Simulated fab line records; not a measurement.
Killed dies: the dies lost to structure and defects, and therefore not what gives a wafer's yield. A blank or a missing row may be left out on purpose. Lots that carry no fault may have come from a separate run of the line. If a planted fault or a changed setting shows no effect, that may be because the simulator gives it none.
fab line records	flow ritCmos
record: lots: 5	wafers: 15	lastDay: 6
route steps=202 shown CONTACT@179 M1@184
lots that met no fault: taken from a fault-free run of the same line
startH: start of the lot's first displayed wafer, in hours after the record's first day	waitH: hours elapsed since this lot's preceding step	" the same as in the row above	L1.1+2: a single row standing in for several wafers	- no value, or no start given	* or withheld: withheld	< > ~ a bound
route shown NAME@n: NAME is a module with steps in the file, n the number in the route of the first one	usual: mean/standard deviation of fault-free wafers	same: alike in all rows	chamber/n: place in a boat	sites: the reading at each site	_std_site: the standard deviation of these	_edge_site: outer sites' mean less inner sites'	radiusMm: how far each site lies from the wafer's centre	mask NAME#n: copy n	behind: the last tool/chamber to shape the wafer	hold: why the lot went on hold/how many hours it stayed there/how the hold came to an end	device: transistor that didn't switch, given as n, p or np	end of line: tests run on the same wafers once the route is complete	for a step that has no rows: nothing shown but its recipe	killed: at the first sort, the dies lost to defects and structure; wafer yield is something else	map: the dies of a wafer, with x for killed, . for not killed, _ for no die there
set.NAME: the setting as run; set.NAME@STEP: as run at that earlier step	model.NAME: the simulator's own value behind a step, which no gauge read
a table for each step, a row for each wafer; lots at some steps of the route
services: from which hour (startH, from the record's first day; less than 0 if before it) a tool's chamber was out of use, for how many hours, and why
== steps ==
step: RIT_CONTACT_ETCH_11
recipe: targetDepthA: 4800	overEtchFrac: 0.2	stopOn: TiSi2	chemistry: CHF3/CF4/Ar	target: SiO2	CHF3_flow_sccm: 50	cf4FlowSccm: 10	Ar_flow_sccm: 100	O2_flow_sccm: 5	pressureMtorr: 100	rfW: 200	timeS: 320
usual: drypumpMotorCurrentA: 5.6/0.67	oesProductAu: 0.990/0.014	throttleValvePct: 8.88/0.12
same: overEtchFrac: 0.2
lot.wafer	tool	chamber	startH	waitH	drypumpMotorCurrentA	oesProductAu	rfHoursCounterH	throttleValvePct
L081.2	rieDiel-02	0	86.15	0.1	6.5	0.991	115	8.60
L081.3	"	2	"	"	6.1	1.015	92	9.02
L081.5	"	0	"	"	6.4	0.999	-	8.58
L086.1	rieDiel-03	3	112.07	0.1	5.1	0.985	44	8.91
L086.2	"	0	"	"	5.8	1.009	2	8.94
L086.6	"	3	"	"	5.1	0.983	-	8.92
L087.1	rieDiel-01	3	117.92	0.1	6.6	0.998	1	8.82
L087.4	"	2	"	"	5.2	0.995	60	8.99
L087.6	"	0	"	"	5.1	0.991	-	8.76
L088.1	rieDiel-02	0	122.46	0.1	6.4	0.999	116	8.58
L088.4	"	3	"	"	5.7	0.987	56	8.90
L088.6	"	3	"	"	5.7	0.990	-	8.91
L091.4	rieDiel-01	3	137.13	0.1	6.6	0.981	-	8.83
L091.5	"	1	"	"	6.6	0.988	-	8.98
L091.6	"	0	"	"	5.0	0.983	-	8.78
step: RIT_CONTACT_STRIP_12
recipe: chemistry: O2	timeS: 180	resist: NOVOLAK	platenTempC: withheld	powerW: 500	pressureMtorr: 4000	o2FlowSccm: 4000
usual: drypumpMotorCurrentA: 5.5/0.39
lot.wafer	tool	chamber	startH	waitH	drypumpMotorCurrentA	rfHoursCounterH
L081.2	plasmaAsher-01	0	86.34	0.1	5.5	45
L081.3	"	0	"	"	5.5	-
L081.5	"	0	"	"	5.5	-
L086.1	plasmaAsher-03	0	112.26	0.1	5.4	49
L086.2	"	1	"	"	5.1	49
L086.6	"	1	"	"	5.1	-
L087.1	plasmaAsher-03	1	118.11	0.1	5.1	50
L087.4	"	0	"	"	5.4	-
L087.6	"	0	"	"	5.4	-
L088.1	plasmaAsher-01	1	122.66	0.1	6.2	1
L088.4	"	1	"	"	6.2	-
L088.6	"	1	"	"	6.2	-
L091.4	plasmaAsher-01	0	137.28	0.1	5.6	-
L091.5	"	0	"	"	5.5	-
L091.6	"	1	"	"	6.2	-
step: RIT_CONTACT_CD_MEAS_90
recipe: targetCdNm: 1000
usual: cdNm: 999.9/3
lot.wafer	tool	chamber	startH	waitH	cdNm
L081.2	cdSem-02	-	86.54	0.1	998.1
L081.3	"	-	"	"	999.0
L081.5	"	-	"	"	998.8
L086.1	cdSem-02	-	112.44	0.1	996.0
L086.2	"	-	"	"	1001.8
L086.6	"	-	"	"	997.8
L087.1	cdSem-01	-	118.28	0.1	998.9
L087.4	"	-	"	"	997.9
L087.6	"	-	"	"	996.4
L088.1	cdSem-01	-	122.83	0.1	994.0
L088.4	"	-	"	"	995.9
L088.6	"	-	"	"	995.5
L091.4	cdSem-02	-	137.46	0.1	1000.3
L091.5	"	-	"	"	996.4
L091.6	"	-	"	"	1000.0
step: RIT_CONTACT_CLEAN_13
recipe: chemistry: SC1	mix: 3:3:50	timeS: 600	tempC: 75
lot.wafer	tool	chamber	startH	waitH
L081.2+3+5	wetBench-01	2	86.64	0.1
L086.1+2+6	wetBench-03	1	112.56	0.1
L087.1+4+6	wetBench-01	0	118.40	0.1
L088.1+4+6	wetBench-01	1	122.95	0.1
L091.4+5+6	wetBench-01	1	137.52	0.0
step: RIT_CONTACT_CLEAN_14
recipe: chemistry: SC2	mix: 3:3:50	timeS: 600	tempC: 75	dry: n2Spin
lot.wafer	tool	chamber	startH	waitH
L081.2+3+5	wetBench-03	2	86.83	0.0
L086.1+2+6	wetBench-01	2	112.75	0.0
L087.1+4+6	wetBench-03	1	118.58	0.0
L088.1+4+6	wetBench-03	1	123.14	0.0
L091.4+5+6	wetBench-03	1	137.70	0.0
step: RIT_M1_SPUTTER_00
recipe: material: Al	targetThkNm: 400	powerW: 2000	chamberPressurePa: 0.4	gas: Ar	timeS: 500	substrateTempC: 25
usual: throttleValvePct: 30.2/0.69
lot.wafer	tool	chamber	startH	waitH	throttleValvePct
L081.2	pvdSputter-02	-	87.00	0.0	29.9
L081.3	"	-	"	"	29.8
L081.5	"	-	"	"	31.0
L086.1	pvdSputter-02	-	112.94	0.0	29.5
L086.2	"	-	"	"	30.2
L086.6	"	-	"	"	31.1
L087.1	pvdSputter-03	-	118.75	0.0	31.4
L087.4	"	-	"	"	30.3
L087.6	"	-	"	"	29.9
L088.1	pvdSputter-02	-	123.32	0.0	31.2
L088.4	"	-	"	"	29.3
L088.6	"	-	"	"	30.0
L091.4	pvdSputter-03	-	137.89	0.0	30.4
L091.5	"	-	"	"	31.6
L091.6	"	-	"	"	30.0
step: RIT_M1_RS_MEAS_01
recipe: thkMeasGauge: four-point-probe	reads: Al_of_M1_SPUTTER_00
usual: M1_AL_RS: 0.0734/0.00096
lot.wafer	tool	chamber	startH	waitH	M1_AL_RS[ohm/sq]
L081.2	filmMetro-01	-	87.32	0.2	0.0713
L081.3	"	-	"	"	0.0720
L081.5	"	-	"	"	0.0718
L086.1	filmMetro-01	-	113.23	0.1	0.0735
L086.2	"	-	"	"	0.0737
L086.6	"	-	"	"	0.0744
L087.1	filmMetro-04	-	119.05	0.1	0.0736
L087.4	"	-	"	"	0.0737
L087.6	"	-	"	"	0.0716
L088.1	filmMetro-01	-	123.61	0.1	0.0736
L088.4	"	-	"	"	0.0726
L088.6	"	-	"	"	0.0732
L091.4	filmMetro-04	-	138.24	0.2	0.0731
L091.5	"	-	"	"	0.0730
L091.6	"	-	"	"	0.0727
step: RIT_M1_THK_MEAS_02
recipe: thkMeasGauge: xrf	reads: Al_of_M1_SPUTTER_00
usual: M1_AL_THK: 400/5.5
lot.wafer	tool	chamber	startH	waitH	M1_AL_THK[nm]
L081.2	filmMetro-01	-	87.43	0.1	409
L081.3	"	-	"	"	406
L081.5	"	-	"	"	407
L086.1	filmMetro-01	-	113.35	0.1	399
L086.2	"	-	"	"	399
L086.6	"	-	"	"	396
L087.1	filmMetro-04	-	119.17	0.1	399
L087.4	"	-	"	"	397
L087.6	"	-	"	"	409
L088.1	filmMetro-01	-	123.73	0.1	398
L088.4	"	-	"	"	405
L088.6	"	-	"	"	402
L091.4	filmMetro-04	-	138.33	0.1	400
L091.5	"	-	"	"	402
L091.6	"	-	"	"	404
step: RIT_M1_HMDS_03
recipe: primeTimeS: 60	primeTempC: 140
lot.wafer	tool	chamber	startH	waitH
L081.2+3+5	lithoTrack-03	0	87.50	0.1
L086.1+2+6	lithoTrack-02	0	113.41	0.1
L087.1+4+6	lithoTrack-03	0	119.23	0.1
L088.1+4+6	lithoTrack-02	0	123.79	0.1
L091.4+5+6	lithoTrack-03	0	138.44	0.1
step: RIT_M1_COAT_04
recipe: resist: NOVOLAK	spinRpm: 2000	resistThkNm: 1300
lot.wafer	tool	chamber	startH	waitH
L081.2+3+5	lithoTrack-03	0	87.65	0.1
L086.1+2+6	lithoTrack-02	0	113.56	0.1
L087.1+4+6	lithoTrack-03	0	119.38	0.1
L088.1+4+6	lithoTrack-02	0	123.94	0.1
L091.4+5+6	lithoTrack-03	0	138.59	0.1
step: RIT_M1_SOFTBAKE_05
recipe: resist: NOVOLAK	tempC: 90	timeS: 60
lot.wafer	tool	chamber	startH	waitH
L081.2+3+5	lithoTrack-03	0	87.80	0.1
L086.1+2+6	lithoTrack-02	0	113.71	0.1
L087.1+4+6	lithoTrack-03	0	119.53	0.1
L088.1+4+6	lithoTrack-02	0	124.09	0.1
L091.4+5+6	lithoTrack-03	0	138.74	0.1
step: RIT_M1_EXPOSE_06
recipe: maskId: M12	na: 0.6	sourceShape: conventional	sigmaOuter: 0.5	targetCdNm: 2600	doseMj: 250
usual: stageVelMmS: 499.94/0.22
lot.wafer	tool	chamber	startH	waitH	mask	stageVelMmS
L081.2	ilineStepper-01	0	88.07	0.2	M12#0	500.05
L081.3	"	0	"	"	M12#0	500.03
L081.5	"	0	"	"	M12#0	499.99
L086.1	ilineStepper-01	0	113.99	0.2	M12#0	499.59
L086.2	"	0	"	"	M12#0	499.82
L086.6	"	0	"	"	M12#0	499.96
L087.1	ilineStepper-01	0	119.68	0.1	M12#0	499.55
L087.4	"	0	"	"	M12#0	499.94
L087.6	"	0	"	"	M12#0	499.93
L088.1	ilineStepper-02	0	124.37	0.2	M12#0	499.88
L088.4	"	0	"	"	M12#0	499.96
L088.6	"	0	"	"	M12#0	499.89
L091.4	ilineStepper-02	0	138.87	0.1	M12#0	499.90
L091.5	"	0	"	"	M12#0	499.72
L091.6	"	0	"	"	M12#0	499.79
step: RIT_M1_PEB_07
recipe: resist: NOVOLAK	tempC: withheld	timeS: withheld
lot.wafer	tool	chamber	startH	waitH
L081.2+3+5	lithoTrack-04	0	88.19	0.1
L086.1+2+6	lithoTrack-02	0	114.11	0.1
L087.1+4+6	lithoTrack-04	0	119.80	0.1
L088.1+4+6	lithoTrack-03	0	124.49	0.1
L091.4+5+6	lithoTrack-02	0	139.00	0.1
step: RIT_M1_DEVELOP_08
recipe: resist: NOVOLAK	developTimeS: 68	devTempC: 23
usual: developerTempC: 22.99/0.11
lot.wafer	tool	chamber	startH	waitH	developerTempC
L081.2	lithoTrack-04	0	-	-	23.09
L081.3	"	0	"	"	22.95
L081.5	"	0	"	"	23.03
L086.1	lithoTrack-02	0	-	-	22.98
L086.2	"	0	"	"	22.98
L086.6	"	0	"	"	23.16
L087.1	lithoTrack-04	0	-	-	23.03
L087.4	"	0	"	"	22.94
L087.6	"	0	"	"	22.93
L088.1	lithoTrack-03	0	-	-	22.86
L088.4	"	0	"	"	23.10
L088.6	"	0	"	"	22.83
L091.4	lithoTrack-02	0	-	-	22.96
L091.5	"	0	"	"	23.06
L091.6	"	0	"	"	22.79
step: RIT_M1_CD_MEAS_09
recipe: targetCdNm: 2600
usual: cdNm: 2600.2/2.2
lot.wafer	tool	chamber	startH	waitH	cdNm
L081.2	cdSem-01	-	88.50	-	2598.9
L081.3	"	-	"	"	2600.0
L081.5	"	-	"	"	2598.7
L086.1	cdSem-01	-	114.42	-	2597.1
L086.2	"	-	"	"	2597.7
L086.6	"	-	"	"	2598.4
L087.1	cdSem-02	-	120.11	-	2603.3
L087.4	"	-	"	"	2601.2
L087.6	"	-	"	"	2602.4
L088.1	cdSem-01	-	124.80	-	2601.4
L088.4	"	-	"	"	2599.3
L088.6	"	-	"	"	2599.2
L091.4	cdSem-02	-	139.30	-	2597.1
L091.5	"	-	"	"	2599.5
L091.6	"	-	"	"	2597.1
step: RIT_M1_OVL_MEAS_10
usual: M1_OVL: -1.7/1.3
lot.wafer	tool	chamber	startH	waitH	M1_OVL[nm]
L081.2	overlay-02	-	88.61	0.1	-1.1
L081.3	"	-	"	"	-2.9
L081.5	"	-	"	"	-0.7
L086.1	overlay-02	-	114.54	0.1	0.2
L086.2	"	-	"	"	0.3
L086.6	"	-	"	"	-0.7
L087.1	overlay-01	-	120.23	0.1	-0.6
L087.4	"	-	"	"	-0.6
L087.6	"	-	"	"	-1.0
L088.1	overlay-02	-	124.92	0.1	-1.5
L088.4	"	-	"	"	-1.2
L088.6	"	-	"	"	0.1
L091.4	overlay-02	-	139.38	0.1	-3.0
L091.5	"	-	"	"	-3.4
L091.6	"	-	"	"	-3.3
step: RIT_M1_HARDBAKE_11
recipe: resist: NOVOLAK	tempC: 140	timeS: 120
lot.wafer	tool	chamber	startH	waitH
L081.2+3+5	lithoTrack-03	0	88.69	0.1
L086.1+2+6	lithoTrack-02	0	114.69	0.1
L087.1+4+6	lithoTrack-04	0	120.26	0.0
L088.1+4+6	lithoTrack-04	0	124.95	0.0
L091.4+5+6	lithoTrack-02	0	139.52	0.1
step: RIT_M1_METAL_ETCH_12
recipe: stopOn: SiO2	chemistry: Cl2/BCl3	target: Al	timeS: 165	overEtchFrac: 0.5	pressureMtorr: 100	targetDepthA: 6000	rfW: 250	Cl2_flow_sccm: 60	bcl3FlowSccm: 50
usual: drypumpMotorCurrentA: 6.0/0.52	oesProductAu: 0.776/0.0082	throttleValvePct: 8.30/0.083
same: overEtchFrac: 0.5
lot.wafer	tool	chamber	startH	waitH	drypumpMotorCurrentA	oesProductAu	rfHoursCounterH	throttleValvePct
L081.2	rieMetal-01	1	88.90	0.2	6.6	0.786	3	8.19
L081.3	"	0	"	"	5.3	0.771	-	8.41
L081.5	"	0	"	"	5.3	0.786	-	8.41
L086.1	rieMetal-02	1	114.94	0.2	6.7	0.773	38	8.40
L086.2	"	0	"	"	5.8	0.772	38	8.27
L086.6	"	0	"	"	5.7	0.759	-	8.25
L087.1	rieMetal-01	1	120.51	0.2	6.6	0.783	3	8.19
L087.4	"	0	"	"	5.3	0.775	-	8.41
L087.6	"	0	"	"	5.3	0.783	-	8.40
L088.1	rieMetal-03	1	125.20	0.2	5.6	0.772	1	8.23
L088.4	"	1	"	"	5.6	0.779	-	8.23
L088.6	"	1	"	"	5.6	0.784	-	8.23
L091.4	rieMetal-03	1	139.70	0.1	5.6	0.779	-	8.23
L091.5	"	0	"	"	5.9	0.778	-	8.32
L091.6	"	1	"	"	5.6	0.785	-	8.23
step: RIT_M1_STRIP_13
recipe: chemistry: nmp	resist: NOVOLAK	tempC: 80	timeS: 600	dry: n2Spin
lot.wafer	tool	chamber	startH	waitH
L081.2+3+5	wetBench-02	2	89.06	0.1
L086.1+2+6	wetBench-04	2	115.10	0.1
L087.1+4+6	wetBench-04	1	120.68	0.1
L088.1+4+6	wetBench-03	1	125.51	0.2
L091.4+5+6	wetBench-03	3	139.81	0.1
step: RIT_M1_STRIP_14
recipe: chemistry: O2	timeS: 180	platenTempC: withheld	powerW: 500	pressureMtorr: 4000	o2FlowSccm: 4000
usual: drypumpMotorCurrentA: 5.5/0.31
lot.wafer	tool	chamber	startH	waitH	drypumpMotorCurrentA	rfHoursCounterH
L081.2	plasmaAsher-02	1	89.25	0.0	5.5	43
L081.3	"	0	"	"	6.1	-
L081.5	"	0	"	"	6.1	-
L086.1	plasmaAsher-04	1	115.28	0.0	5.3	32
L086.2	"	0	"	"	5.5	32
L086.6	"	1	"	"	5.3	-
L087.1	plasmaAsher-03	1	120.85	0.0	5.1	50
L087.4	"	0	"	"	5.4	-
L087.6	"	1	"	"	5.1	-
L088.1	plasmaAsher-03	0	125.68	0.0	5.4	50
L088.4	"	0	"	"	5.4	-
L088.6	"	1	"	"	5.1	-
L091.4	plasmaAsher-03	0	140.06	0.1	5.4	-
L091.5	"	0	"	"	5.4	-
L091.6	"	1	"	"	5.1	-
step: RIT_M1_CD_MEAS_90
recipe: targetCdNm: 2600
usual: cdNm: 2601.0/2.7
lot.wafer	tool	chamber	startH	waitH	cdNm
L081.2	cdSem-02	-	89.45	0.1	2598.1
L081.3	"	-	"	"	2600.7
L081.5	"	-	"	"	2600.5
L086.1	cdSem-01	-	115.45	0.1	2597.7
L086.2	"	-	"	"	2597.3
L086.6	"	-	"	"	2597.0
L087.1	cdSem-01	-	121.03	0.1	2605.9
L087.4	"	-	"	"	2604.7
L087.6	"	-	"	"	2605.8
L088.1	cdSem-01	-	125.86	0.1	2603.9
L088.4	"	-	"	"	2602.4
L088.6	"	-	"	"	2600.5
L091.4	cdSem-02	-	140.24	0.1	2600.1
L091.5	"	-	"	"	2598.1
L091.6	"	-	"	"	2601.0
step: RIT_M1_ANNEAL_15
recipe: tempC: 450	timeS: 1800	ambient: forming_gas_H2N2
lot.wafer	tool	chamber	startH	waitH
L081.2+3+5	-	-	89.55	0.1
L086.1+2+6	-	-	115.57	0.1
L087.1+4+6	-	-	121.15	0.1
L088.1+4+6	-	-	125.98	0.1
L091.4+5+6	-	-	140.30	0.0
step: RIT_M1_BOW_MEAS_16
recipe: mode: bow
usual: M1_BOW: 17/6.6
lot.wafer	tool	chamber	startH	waitH	M1_BOW[um]
L081.2	filmMetro-01	-	91.07	0.0	16
L081.3	"	-	"	"	10
L081.5	"	-	"	"	2
L086.1	filmMetro-03	-	117.07	0.0	25
L086.2	"	-	"	"	21
L086.6	"	-	"	"	13
L087.1	filmMetro-04	-	122.65	0.0	13
L087.4	"	-	"	"	26
L087.6	"	-	"	"	10
L088.1	filmMetro-01	-	127.48	0.0	15
L088.4	"	-	"	"	19
L088.6	"	-	"	"	15
L091.4	filmMetro-01	-	141.86	0.1	28
L091.5	"	-	"	"	26
L091.6	"	-	"	"	22
step: RIT_M1_PROBE_99
usual: defectLimitedYield: 97.5/1.2	killedAtContacts: 0.1/0.31	killedAtFrontEnd: 7/3.1	killedDies: 7/3.1	killedOpen: 3.3/1.9	killedShort: 3.3/2	sort_bin_3_pad_short: 0.1/0.21	sort_bin_5_function: 1.5/0.88	sort_bin_6_memory: 0.9/0.64	sortNPass: 257/3.1	sortYieldPct: 97.5/1.2
same: grossDies: 264	killed_at_M0_to_M3: 0	killed_at_M4_up: 0	killedAtBackSide: 0	killedAtOther: 0
lot.wafer	tool	chamber	startH	waitH	defectLimitedYield[%]	killedAtContacts	killedAtFrontEnd	killedDies	killedOpen	killedShort	sort_bin_3_pad_short[%]	sort_bin_5_function[%]	sort_bin_6_memory[%]	sortNPass	sortYieldPct[%]
L081.2	prober-01	-	91.22	0.1	97.7	0	6	6	2	4	0.4	1.5	0.4	258	97.7
L081.3	prober-01	-	91.27	0.2	98.5	1	3	4	3	1	0	0.4	1.1	260	98.5
L081.5	prober-01	-	91.37	0.2	97.7	1	5	6	3	3	0	1.1	1.1	258	97.7
L086.1	prober-01	-	117.19	0.1	96.6	0	9	9	5	4	0	3.0	0.4	255	96.6
L086.2	prober-01	-	117.24	0.1	97.0	0	8	8	4	4	0	1.9	1.1	256	97.0
L086.6	prober-01	-	117.44	0.2	97.7	0	6	6	3	3	0.4	1.1	0.8	258	97.7
L087.1	prober-01	-	122.77	0.1	97.3	0	7	7	3	4	0.4	1.1	1.1	257	97.3
L087.4	prober-01	-	122.92	0.2	98.5	0	4	4	2	2	0	0.8	0.8	260	98.5
L087.6	prober-01	-	123.02	0.2	97.0	0	8	8	4	4	0	1.5	1.5	256	97.0
L088.1	prober-01	-	127.60	0.1	97.3	0	7	7	5	2	0.4	2.3	0	257	97.3
L088.4	prober-01	-	127.75	0.2	99.6	0	1	1	0	1	0	0.4	0	263	99.6
L088.6	prober-01	-	127.85	0.2	97.0	0	8	8	5	3	0.4	1.5	1.1	256	97.0
L091.4	prober-01	-	142.07	0.2	97.7	0	6	6	1	4	0.4	1.1	0.8	258	97.7
L091.5	prober-01	-	142.12	0.2	98.5	0	4	4	2	2	0	0	1.5	260	98.5
L091.6	prober-01	-	142.17	0.2	97.3	0	7	7	3	4	0	1.1	1.5	257	97.3
killed by level:class
L081.2 GATE:geometricParticle:short=2 FOX2:geometricParticle:open=1 REOX:geometricParticle:open=1 REOX:geometricParticle:short=1 SPACER:geometricParticle:short=1
L081.3 GATE:geometricParticle:open=1 REOX:geometricParticle:short=1 SILICIDE:geometricParticle:open=1 CONTACT:geometricParticle:open=1
L081.5 GATE:geometricParticle:open=1 GATE:geometricParticle:short=1 REOX:geometricParticle:short=1 REOX:geometricParticle:open=1 SPACER:geometricParticle:open=1 CONTACT:geometricParticle:short=1
L086.1 FOX1:geometricParticle:open=2 REOX:geometricParticle:open=2 SILICIDE:geometricParticle:short=2 FOX1:geometricParticle:short=1 GATE:geometricParticle:short=1 GATE:geometricParticle:open=1
L086.2 SILICIDE:geometricParticle:short=3 GATE:geometricParticle:open=2 REOX:geometricParticle:short=1 REOX:geometricParticle:open=1 SILICIDE:geometricParticle:open=1
L086.6 GATE:geometricParticle:open=2 GATE:geometricParticle:short=2 FOX2:geometricParticle:open=1 SILICIDE:geometricParticle:short=1
L087.1 GATE:geometricParticle:short=2 REOX:geometricParticle:open=2 SILICIDE:geometricParticle:short=1 REOX:geometricParticle:short=1 SILICIDE:geometricParticle:open=1
L087.4 FOX1:geometricParticle:short=1 GATE:geometricParticle:open=1 SPACER:geometricParticle:short=1 SILICIDE:geometricParticle:open=1
L087.6 GATE:geometricParticle:short=3 FOX2:geometricParticle:open=2 GATE:geometricParticle:open=2 SPACER:geometricParticle:short=1
L088.1 GATE:geometricParticle:open=2 SILICIDE:geometricParticle:open=2 FOX1:geometricParticle:short=1 REOX:geometricParticle:open=1 REOX:geometricParticle:short=1
L088.4 SPACER:geometricParticle:short=1
L088.6 SPACER:geometricParticle:open=3 FOX1:geometricParticle:short=2 FOX2:geometricParticle:open=1 GATE:geometricParticle:short=1 REOX:geometricParticle:open=1
L091.4 GATE:geometricParticle:short=2 FOX2:geometricParticle:short=1 GATE:geometricParticle:open=1 SILICIDE:geometricParticle:short=1 NLDD:coatMicrobubblePrinted=1
L091.5 GATE:geometricParticle:short=1 GATE:geometricParticle:open=1 REOX:geometricParticle:open=1 SPACER:geometricParticle:short=1
L091.6 SILICIDE:geometricParticle:short=2 FOX1:geometricParticle:open=1 FOX1:geometricParticle:short=1 GATE:geometricParticle:short=1 SPACER:geometricParticle:open=1 SILICIDE:geometricParticle:open=1
== services ==
tool	chamber	startH	hours	kind
pvdSputter-03	-	94.38	10.6	repair
furnace-04	-	98.13	3.6	pm
wetBench-02	-	101.45	57.3	repair
plasmaAsher-01	-	108.75	9.0	pm
plasmaAsher-01	0	108.75	9.0	ventCycle
plasmaAsher-01	1	108.75	9.0	ventCycle
ilineStepper-02	-	110.06	4.4	repair
plasmaAsher-01	-	111.80	4.2	repair
rieMetal-03	1	113.15	4.3	repair
plasmaAsher-01	0	117.75	-	clean
plasmaAsher-01	1	117.75	-	clean
ilineStepper-01	-	123.65	1.7	pm
ilineStepper-01	-	126.06	9.4	repair
rieDiel-01	2	134.59	16.3	repair
rieMetal-02	-	136.12	20.0	pm
rieMetal-02	0	136.12	20.0	ventCycle
rieMetal-02	1	136.12	20.0	ventCycle
== key ==
fault none
